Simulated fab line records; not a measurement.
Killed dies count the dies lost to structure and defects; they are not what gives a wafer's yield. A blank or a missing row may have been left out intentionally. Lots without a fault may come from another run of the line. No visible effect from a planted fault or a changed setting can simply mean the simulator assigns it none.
fab line records	flow ritCmos
[record] lots = 7	wafers = 21	lastDay = 7
route steps=202 shown ACTIVE@17 FOX1@20 FOX2@23 NWELL@28 PWELL@39 WELLDRIVE@50
lots untouched by any fault: they come from a run of this same line in which no faults occurred
startH: the number of hours between the record's first day and the start of the first shown wafer of the lot	waitH: hours elapsed since this lot's preceding step	" repeats the value in the row above	L1.1+2: a single row standing in for several wafers	- value missing, or start not given	* or withheld: withheld	< > ~ a bound
route shown NAME@n: a module of which the file shows steps, and the number in the route of the first	usual: mean and standard deviation over wafers with no fault	same: alike in all rows	chamber/n: place in a boat	sites: the reading at each site	_std_site: their standard deviation	_edge_site: the outer-site mean with the inner-site mean subtracted	radiusMm: for every site, how far away it sits from the centre of the wafer	mask NAME#n: copy n	behind: the most recent tool/chamber to have shaped the wafer	hold: cause of the lot's hold/its duration in hours/its outcome	device: which transistor (n, p or np) failed to switch	end of line: the tests these same wafers got at the end of their route	a step given without rows: its recipe and nothing more	killed: at the first sort, the dies lost to defects and structure; wafer yield is something else	map: per-die view of a wafer (x killed, . not killed, _ where there is no die)
set.NAME: the setting the step ran with; set.NAME@STEP: the setting that earlier step ran with	model.NAME: the simulator's own value behind a step, which no gauge read
lots at selected steps of the route; one table per step, one row per wafer
services: when a tool's chamber went out of use (startH, in hours from the record's first day, below 0 if earlier), for how many hours, and the reason
[[steps]]
[step RIT_ACTIVE_CLEAN_15]
[recipe] chemistry = SC1	mix = 3:3:50	timeS = 600	tempC = 75
[step RIT_ACTIVE_CLEAN_16]
[recipe] chemistry = dHF	dilution = 50:1	timeS = 28.62
[step RIT_ACTIVE_CLEAN_17]
[recipe] chemistry = SC2	mix = 3:3:50	timeS = 600	tempC = 75	dry = n2Spin
[step RIT_FOX1_OXIDATION_00]
[recipe] tempC = 1100	ambient = H2O	targetThkA = 3507	pH2oTorr = 720	oxTimeS = 1130
[step RIT_FOX1_THK_MEAS_01]
[recipe] reads = SiO2_of_FOX1_OXIDATION_00
[usual] FOX1_OXIDE_THK = 346/5.9
lot.wafer	tool	chamber	startH	waitH	FOX1_OXIDE_THK[nm]
L328.1	filmMetro-03	-	88.66	0.0	341
L328.2	"	-	"	"	342
L328.3	"	-	"	"	346
L329.2	filmMetro-02	-	95.06	0.0	354
L329.4	"	-	"	"	349
L329.5	"	-	"	"	347
L330.2	filmMetro-04	-	100.53	0.0	341
L330.4	"	-	"	"	339
L330.5	"	-	"	"	346
L332.1	filmMetro-02	-	107.31	0.0	344
L332.2	"	-	"	"	348
L332.6	"	-	"	"	353
L334.3	filmMetro-02	-	119.53	0.0	339
L334.4	"	-	"	"	338
L334.5	"	-	"	"	343
L335.2	filmMetro-02	-	122.19	0.0	342
L335.4	"	-	"	"	343
L335.6	"	-	"	"	349
L336.2	filmMetro-03	-	126.97	0.0	349
L336.3	"	-	"	"	353
L336.6	"	-	"	"	358
[step RIT_FOX1_WET_ETCH_02]
[recipe] chemistry = BOE	targetDepthNm = 350	timeS = 390	tempC = 21.5	dry = n2Spin	dilution = 10:1	target = SiO2
[step RIT_FOX2_OXIDATION_00]
[recipe] tempC = 1100	ambient = H2O	targetThkA = 3507	pH2oTorr = 720	oxTimeS = 1130
[step RIT_FOX2_THK_MEAS_01]
[recipe] reads = SiO2_of_FOX2_OXIDATION_00
[usual] FOX2_OXIDE_THK = 347/6.5
lot.wafer	tool	chamber	startH	waitH	FOX2_OXIDE_THK[nm]
L328.1	filmMetro-02	-	90.15	0.0	341
L328.2	"	-	"	"	340
L328.3	"	-	"	"	338
L329.2	filmMetro-01	-	96.65	0.0	344
L329.4	"	-	"	"	345
L329.5	"	-	"	"	338
L330.2	filmMetro-01	-	103.38	0.0	348
L330.4	"	-	"	"	354
L330.5	"	-	"	"	352
L332.1	filmMetro-01	-	108.87	0.0	339
L332.2	"	-	"	"	339
L332.6	"	-	"	"	340
L334.3	filmMetro-02	-	121.02	0.0	346
L334.4	"	-	"	"	343
L334.5	"	-	"	"	347
L335.2	filmMetro-02	-	123.69	0.0	337
L335.4	"	-	"	"	346
L335.6	"	-	"	"	341
L336.2	filmMetro-01	-	128.47	0.0	351
L336.3	"	-	"	"	345
L336.6	"	-	"	"	350
[step RIT_FOX2_CLEAN_02]
[recipe] chemistry = dHF	dilution = 50:1	timeS = 180
[step RIT_FOX2_WET_ETCH_03]
[recipe] chemistry = H3PO4	target = Si3N4	targetDepthNm = 195	tempC = 165	timeS = 2700
[step RIT_FOX2_THK_MEAS_90]
[recipe] reads = SiO2_of_FOX2_OXIDATION_00
[usual] FIELD_OXIDE_LEFT_1_THK = 319/6.5
lot.wafer	tool	chamber	startH	waitH	FIELD_OXIDE_LEFT_1_THK[nm]
L328.1	filmMetro-01	-	91.17	0.0	314
L328.2	"	-	"	"	312
L328.3	"	-	"	"	310
L329.2	filmMetro-01	-	97.52	0.0	317
L329.4	"	-	"	"	317
L329.5	"	-	"	"	310
L330.2	filmMetro-03	-	104.25	0.0	321
L330.4	"	-	"	"	327
L330.5	"	-	"	"	324
L332.1	filmMetro-02	-	109.82	0.0	312
L332.2	"	-	"	"	312
L332.6	"	-	"	"	313
L334.3	filmMetro-02	-	121.90	0.0	319
L334.4	"	-	"	"	315
L334.5	"	-	"	"	319
L335.2	filmMetro-03	-	124.64	0.0	311
L335.4	"	-	"	"	319
L335.6	"	-	"	"	314
L336.2	filmMetro-03	-	129.42	0.0	324
L336.3	"	-	"	"	317
L336.6	"	-	"	"	322
[step RIT_NWELL_HMDS_00]
[recipe] primeTimeS = 60	primeTempC = 140
[step RIT_NWELL_COAT_01]
[recipe] resist = NOVOLAK	spinRpm = 2000	resistThkNm = 1300
[usual] chillPlateTempC = 22.99/0.1	dispensePressureKPa = 45/3.3	resistLineTempC = 23.01/0.1
lot.wafer	tool	chamber	startH	waitH	chillPlateTempC	dispensePressureKPa	resistLineTempC
L328.1	lithoTrack-02	-	91.38	0.1	-	-	-
L328.2	"	-	"	"	-	-	-
L328.3	"	-	"	"	-	-	-
L329.2	lithoTrack-04	-	97.75	0.1	-	-	-
L329.4	"	-	"	"	-	-	-
L329.5	"	-	"	"	-	-	-
L330.2	lithoTrack-02	-	104.48	0.1	-	-	-
L330.4	"	-	"	"	-	-	-
L330.5	"	-	"	"	-	-	-
L332.1	lithoTrack-02	0	110.03	0.1	23.01	49	23.05
L332.2	"	0	"	"	22.95	49	23.09
L332.6	"	0	"	"	23.11	49	23.04
L334.3	lithoTrack-04	0	122.21	0.1	23.07	41	22.99
L334.4	"	0	"	"	23.14	41	22.91
L334.5	"	0	"	"	23.15	41	22.88
L335.2	lithoTrack-02	0	124.86	0.1	23.05	49	22.88
L335.4	"	0	"	"	23.13	49	22.78
L335.6	"	0	"	"	23.03	49	22.86
L336.2	lithoTrack-04	0	129.65	0.1	22.96	41	23.02
L336.3	"	0	"	"	22.91	41	23.03
L336.6	"	0	"	"	23.03	41	23.06
[step RIT_NWELL_SOFTBAKE_02]
[recipe] resist = NOVOLAK	tempC = 90	timeS = 60
[step RIT_NWELL_EXPOSE_03]
[recipe] maskId = M2	na = 0.57	targetCdNm = 43900	doseMj = 250
[step RIT_NWELL_PEB_04]
[recipe] resist = NOVOLAK	tempC = withheld	timeS = withheld
[step RIT_NWELL_DEVELOP_05]
[recipe] resist = NOVOLAK	developTimeS = 68	devTempC = 23.32
[step RIT_NWELL_OVL_MEAS_06]
[usual] NWELL_OVL = 0.2/1.4
lot.wafer	tool	chamber	startH	waitH	NWELL_OVL[nm]
L328.1	overlay-01	-	92.11	-	-
L328.2	"	-	"	"	-
L328.3	"	-	"	"	-
L329.2	overlay-01	-	98.46	-	-
L329.4	"	-	"	"	-
L329.5	"	-	"	"	-
L330.2	overlay-02	-	105.31	-	-
L330.4	"	-	"	"	-
L330.5	"	-	"	"	-
L332.1	overlay-01	-	111.22	-	1.1
L332.2	"	-	"	"	-1.5
L332.6	"	-	"	"	-0.1
L334.3	overlay-02	-	122.90	-	0.0
L334.4	"	-	"	"	0.1
L334.5	"	-	"	"	-0.3
L335.2	overlay-02	-	125.70	-	0.8
L335.4	"	-	"	"	2.0
L335.6	"	-	"	"	0.1
L336.2	overlay-02	-	130.36	-	-2.2
L336.3	"	-	"	"	-2.0
L336.6	"	-	"	"	-1.7
[step RIT_NWELL_HARDBAKE_07]
[recipe] resist = NOVOLAK	tempC = 140	timeS = 120
[step RIT_NWELL_IMPLANT_08]
[recipe] species = P	energyKev = 171.3	doseCm2 = 5e+13	tiltDeg = 7
[step RIT_NWELL_STRIP_09]
[recipe] chemistry = O2	timeS = 180	resist = NOVOLAK	platenTempC = withheld	powerW = 500	pressureMtorr = 4000	o2FlowSccm = 4000
[usual] drypumpMotorCurrentA = 5.7/0.5	o2FlowSccm = 3999/12
lot.wafer	tool	chamber	startH	waitH	drypumpMotorCurrentA	o2FlowSccm	rfHoursCounterH
L328.1	plasmaAsher-04	0	92.54	0.1	5.6	3995	27
L328.2	"	1	"	"	5.4	4001	27
L328.3	"	1	"	"	5.4	4001	-
L329.2	plasmaAsher-04	1	98.89	0.1	5.4	3977	27
L329.4	"	1	"	"	5.4	3978	-
L329.5	"	0	"	"	5.6	4014	-
L330.2	plasmaAsher-01	1	105.74	0.1	4.9	3998	50
L330.4	"	1	"	"	4.9	4008	-
L330.5	"	0	"	"	5.9	3967	-
L332.1	plasmaAsher-01	1	111.65	0.1	4.9	4010	51
L332.2	"	0	"	"	5.9	3999	51
L332.6	"	0	"	"	5.9	4003	-
L334.3	plasmaAsher-02	0	123.39	0.1	6.6	3980	-
L334.4	"	1	"	"	5.8	4015	-
L334.5	"	1	"	"	5.8	4002	-
L335.2	plasmaAsher-01	0	126.13	0.1	5.9	4012	53
L335.4	"	0	"	"	5.9	4021	-
L335.6	"	0	"	"	5.9	4007	-
L336.2	plasmaAsher-02	1	130.79	0.1	5.8	4005	2
L336.3	"	1	"	"	5.8	4002	-
L336.6	"	0	"	"	6.5	4010	-
[step RIT_NWELL_TW_MEAS_10]
[usual] NWELL_TW = 2142/9
lot.wafer	tool	chamber	startH	waitH	NWELL_TW
L328.1	filmMetro-02	-	92.72	0.1	2131
L328.2	"	-	"	"	2130
L328.3	"	-	"	"	2142
L329.2	filmMetro-04	-	99.07	0.1	2150
L329.4	"	-	"	"	2140
L329.5	"	-	"	"	2149
L330.2	filmMetro-02	-	105.93	0.1	2140
L330.4	"	-	"	"	2154
L330.5	"	-	"	"	2135
L332.1	filmMetro-02	-	111.83	0.1	2142
L332.2	"	-	"	"	2130
L332.6	"	-	"	"	2135
L334.3	filmMetro-02	-	123.52	0.1	2133
L334.4	"	-	"	"	2143
L334.5	"	-	"	"	2135
L335.2	filmMetro-02	-	126.32	0.1	2151
L335.4	"	-	"	"	2145
L335.6	"	-	"	"	2149
L336.2	filmMetro-04	-	130.97	0.1	2126
L336.3	"	-	"	"	2131
L336.6	"	-	"	"	2136
[step RIT_PWELL_HMDS_00]
[recipe] primeTimeS = 60	primeTempC = 140
[step RIT_PWELL_COAT_01]
[recipe] resist = NOVOLAK	spinRpm = 2000	resistThkNm = 1300
[step RIT_PWELL_SOFTBAKE_02]
[recipe] resist = NOVOLAK	tempC = 90	timeS = 60
[step RIT_PWELL_EXPOSE_03]
[recipe] maskId = M3	na = 0.57	targetCdNm = 43700	doseMj = 250
[step RIT_PWELL_PEB_04]
[recipe] resist = NOVOLAK	tempC = withheld	timeS = withheld
[step RIT_PWELL_DEVELOP_05]
[recipe] resist = NOVOLAK	developTimeS = 68	devTempC = 23
[step RIT_PWELL_OVL_MEAS_06]
[usual] PWELL_OVL = 0.7/1.3
lot.wafer	tool	chamber	startH	waitH	PWELL_OVL[nm]
L328.1	overlay-01	-	93.66	-	-0.3
L328.2	"	-	"	"	1.3
L328.3	"	-	"	"	0.3
L329.2	overlay-02	-	100.20	-	1.7
L329.4	"	-	"	"	0.3
L329.5	"	-	"	"	2.2
L330.2	overlay-01	-	106.99	-	1.1
L330.4	"	-	"	"	-1.4
L330.5	"	-	"	"	2.9
L332.1	overlay-02	-	112.89	-	1.2
L332.2	"	-	"	"	1.1
L332.6	"	-	"	"	4.0
L334.3	overlay-01	-	124.72	-	-0.3
L334.4	"	-	"	"	-1.5
L334.5	"	-	"	"	-0.4
L335.2	overlay-02	-	127.44	-	1.2
L335.4	"	-	"	"	1.8
L335.6	"	-	"	"	2.7
L336.2	overlay-02	-	131.91	-	-0.4
L336.3	"	-	"	"	-1.6
L336.6	"	-	"	"	-1.6
[step RIT_PWELL_HARDBAKE_07]
[recipe] resist = NOVOLAK	tempC = 140	timeS = 120
[step RIT_PWELL_IMPLANT_08]
[recipe] species = B	energyKev = 170	doseCm2 = 7e+13	tiltDeg = 7
[step RIT_PWELL_STRIP_09]
[recipe] chemistry = O2	timeS = 180	resist = NOVOLAK	platenTempC = withheld	powerW = 500	pressureMtorr = 4000	o2FlowSccm = 4000
[usual] drypumpMotorCurrentA = 5.54/0.3	o2FlowSccm = 3999/12
lot.wafer	tool	chamber	startH	waitH	drypumpMotorCurrentA	o2FlowSccm	rfHoursCounterH
L328.1	plasmaAsher-01	0	94.13	0.1	5.88	3985	49
L328.2	"	1	"	"	4.91	4003	49
L328.3	"	0	"	"	5.88	4012	-
L329.2	plasmaAsher-04	1	100.63	0.1	5.42	4007	28
L329.4	"	0	"	"	5.61	3986	-
L329.5	"	1	"	"	5.42	4019	-
L330.2	plasmaAsher-03	0	107.42	0.1	5.72	3997	36
L330.4	"	0	"	"	5.71	4005	-
L330.5	"	0	"	"	5.71	4020	-
L332.1	plasmaAsher-01	0	113.33	0.1	5.86	3981	51
L332.2	"	1	"	"	4.93	3993	51
L332.6	"	1	"	"	4.92	3979	-
L334.3	plasmaAsher-03	1	125.21	0.1	5.61	3986	-
L334.4	"	0	"	"	5.70	3993	-
L334.5	"	1	"	"	5.58	3985	-
L335.2	plasmaAsher-03	1	127.87	0.1	5.60	4012	39
L335.4	"	1	"	"	5.60	3998	-
L335.6	"	1	"	"	5.57	3987	-
L336.2	plasmaAsher-04	0	132.34	0.1	5.61	4011	31
L336.3	"	1	"	"	5.42	3996	-
L336.6	"	1	"	"	5.42	3996	-
[step RIT_PWELL_TW_MEAS_10]
[usual] PWELL_TW = 952/4.9
lot.wafer	tool	chamber	startH	waitH	PWELL_TW
L328.1	filmMetro-02	-	94.31	0.1	2188
L328.2	"	-	"	"	2188
L328.3	"	-	"	"	2199
L329.2	filmMetro-01	-	100.82	0.1	2202
L329.4	"	-	"	"	2202
L329.5	"	-	"	"	2210
L330.2	filmMetro-01	-	107.61	0.1	2210
L330.4	"	-	"	"	2203
L330.5	"	-	"	"	2215
L332.1	filmMetro-01	-	113.51	0.1	953
L332.2	"	-	"	"	954
L332.6	"	-	"	"	954
L334.3	filmMetro-01	-	125.34	0.1	965
L334.4	"	-	"	"	962
L334.5	"	-	"	"	961
L335.2	filmMetro-02	-	128.06	0.1	951
L335.4	"	-	"	"	947
L335.6	"	-	"	"	943
L336.2	filmMetro-02	-	132.52	0.1	943
L336.3	"	-	"	"	954
L336.6	"	-	"	"	951
[step RIT_WELLDRIVE_ANNEAL_00]
[recipe] tempC = 1100	timeS = 14700	ambient = N2
[[services]]
tool	chamber	startH	hours	kind
plasmaAsher-04	-	96.40	2.3	repair
plasmaAsher-02	-	108.75	9.0	pm
plasmaAsher-02	0	108.75	9.0	ventCycle
plasmaAsher-02	1	108.75	9.0	ventCycle
plasmaAsher-02	0	117.75	-	clean
plasmaAsher-02	1	117.75	-	clean
plasmaAsher-01	-	129.00	5.6	repair
[[key]]
[firstSign] step = RIT_NWELL_COAT_01	reading = toolRecord	direction = missing
[effect] step = RIT_NWELL_OVL_MEAS_06	reading = NWELL_OVL	direction = missing
[effect] step = RIT_PWELL_TW_MEAS_10	reading = PWELL_TW	direction = up	sigmas = 99+	usual = 952	struck = 2202
metAt RIT_NWELL_COAT_01
struckWafers L328.1,L328.2,L328.3,L329.2,L329.4,L329.5,L330.2,L330.4,L330.5
sortLeftOut L328.1,L328.2,L328.3,L329.2,L329.4,L329.5,L330.2,L330.4,L330.5
testerLeftOut L328,L329,L330
[fault] kind = skippedStepWhole	tool = lithoTrack-02,lithoTrack-04	chamber = -	onsetH = 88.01	steps = RIT_NWELL_COAT_01	scope = struckLotsOnly
// testerLeftOut: of these lots the tester's yield and bins aren't shown, on N5 and GAA mostly nor the transistor test; their killed dies are dies lost to structure and defects alone, not to doping, threshold or leakage, so they don't give the yield
// sortLeftOut: the simulated sort isn't trusted on such a fault, so these wafers' sort isn't shown, and their yield isn't known
